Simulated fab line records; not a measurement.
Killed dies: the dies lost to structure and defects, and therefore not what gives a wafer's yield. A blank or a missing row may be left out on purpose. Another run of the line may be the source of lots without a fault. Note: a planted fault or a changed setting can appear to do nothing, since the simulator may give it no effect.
Problem report, 8D (eight disciplines) form, completed by code    flow rit-cmos    the parts of the form that need people (team, actions taken, sign-off) are left out

1. THE ISSUE
Mean of beam-energy-keV at RIT_NRETRO_IMPLANT_08: 75.098 across 9 wafers in 3 lots; on wafers with no fault it is 69.998 (standard deviation 0.024). So: +99 or more standard deviations from the usual mean.
Earliest sighting: wafer L552.1 on implanter-03 at day 5 18:34. The record holds 45 wafers of 15 lots with a number at this step. By rule, "out" or "out of limits" means more than 4 standard deviations away from the usual mean. Any other wafer with a number is counted as sound.

2. WHAT IT IS, WHAT IT ISN'T
question                     is                      is not
which readings at this step  beam-energy-keV         faraday-current-uA
which lots                   L552, L554, L556        L536, L539, L541, L542, L543, L544, L545, L546, L551, L553, L555, L559
which wafers of those lots   all that have a number  -
read on which tools          implanter-03            implanter-02, implanter-04
when                         from day 5 18:34        up to then (27 sound wafers); but 9 sound wafers of L553, L555, L559 came after

3. WHAT RULES OUT EACH SUSPECT
Counting: any tool at a process step up to the reading is kept as a suspect provided that every lot that is out went through it and no sound lot did after the first of them.
- implanter-03 at RIT_NRETRO_IMPLANT_08: kept. Every lot that is out went through it, starting with L552 (day 5 18:34), and after that it ran no sound lot; the last sound lot it ran before then is L541 (day 3 11:55). Out on those wafers are its own readings of beam-energy-keV.
Remaining after the count: implanter-03 at RIT_NRETRO_IMPLANT_08.

4. THE CAUSE (what the simulator had put in)
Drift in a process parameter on implanter-03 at RIT_NRETRO_IMPLANT_08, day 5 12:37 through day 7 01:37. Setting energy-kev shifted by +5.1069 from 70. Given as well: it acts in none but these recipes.
Counting left only this tool.

5. THE EFFECT CHAIN, in route order
One row per reading whose mean, taken over the struck wafers that have a number, lies over 3 standard deviations from the usual. Only readings whose record carries a usual standard deviation are examined. hours: median over the lots of the time between each lot's start at the first step of this table that gives one and its start at this step. sigmas: the change, counted in usual standard deviations.
hours  step                   reading          usual   on struck wafers  change  sigmas
0      RIT_NRETRO_IMPLANT_08  beam-energy-keV  69.998  75.098            +5.100  +99 or more
Its process steps:
- RIT_NRETRO_IMPLANT_08

6. HOW IT WOULD HAVE BEEN CAUGHT EARLIER
6 hours passed between the start of the fault at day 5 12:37 and the first reading out of limits in this record, taken at day 5 18:34.
